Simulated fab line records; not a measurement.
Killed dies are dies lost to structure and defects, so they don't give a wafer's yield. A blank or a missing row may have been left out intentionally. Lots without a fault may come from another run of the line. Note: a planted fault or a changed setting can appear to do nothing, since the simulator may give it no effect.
Problem report in the 8D (eight disciplines) form, filled by code || flow rit_cmos || the parts of the form that need people (team, actions taken, sign-off) are left out

1. THE PROBLEM
Wafers free of any fault read 1.8 nm (standard deviation 1.3) for NWELL_OVL at RIT_NWELL_OVL_MEAS_06, against a mean of -178.3 nm on 6 wafers of 2 lots. That is -99 or more standard deviations from the usual mean.
First seen on wafer L629.2, day 4 08:59, on overlay-01. The record holds 42 wafers of 14 lots with a number at this step. Rule for "out" (also "out of limits"): further than 4 standard deviations from the usual mean. The rest of the wafers with a number are treated as sound.

2. WHAT IT IS AND WHAT IT IS NOT
{"question": "which readings at this step", "is": "NWELL_OVL", "is not": "-"}
{"question": "which lots", "is": "L629, L630", "is not": "L618, L619, L620, L621, L623, L628, L632, L634, L635, L637, L639, L640"}
{"question": "which wafers of those lots", "is": "all that have a number", "is not": "-"}
{"question": "read on which gauges", "is": "overlay-01", "is not": "overlay-02"}
{"question": "when", "is": "from day 4 08:59", "is not": "up to then (18 sound wafers); but 18 sound wafers of L632, L634, L635, L637, L639, L640 came after"}

3. SUSPECTS, AND WHAT RULES EACH OUT
Counting: a tool at a process step up to the reading stays a suspect if it ran every lot that is out and no sound lot after the first of them.
- the gauge at RIT_NWELL_OVL_MEAS_06: kept. All the wafers that are out were read on overlay-01, and no step on other tools shows them out.
- iline_stepper-02 at RIT_NWELL_EXPOSE_03 (exposes mask M2, target cd 43900 nm): kept. It processed each lot that is out, first L629 at day 4 08:34, and no sound lot thereafter; up to then, the last sound lot it processed was L621 at day 2 15:55.
The count leaves overlay-01 at RIT_NWELL_OVL_MEAS_06 and iline_stepper-02 at RIT_NWELL_EXPOSE_03.

4. THE CAUSE (what the simulator had put in)
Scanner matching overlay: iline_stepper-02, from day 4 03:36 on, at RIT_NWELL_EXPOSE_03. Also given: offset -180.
Of the 2 suspects that counting leaves, this tool is one.

5. THE CHAIN OF EFFECTS, in route order
Each row: a reading whose mean over the struck wafers that have a number lies more than 3 standard deviations from the usual. Readings are gone through only where the record gives a usual standard deviation; hours: the median, over the lots, of the time from a lot's start at the first step in this table giving one to that lot's start at this step; sigmas: the change measured in usual standard deviations.
{"hours": 0, "step": "RIT_NWELL_OVL_MEAS_06", "reading": "NWELL_OVL", "usual": "1.8 nm", "on struck wafers": -178.3, "change": -180.1, "sigmas": "-99 or more"}

6. HOW IT WOULD HAVE BEEN CAUGHT EARLIER
The first out-of-limits reading at a measuring or inspecting step in this record came at day 4 08:59, 5 hours after the fault's start at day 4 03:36.
Of the lots that are out (2), L630 began RIT_NWELL_EXPOSE_03 on iline_stepper-02 after day 4 08:59. A hold on the tool at that time would have spared it.
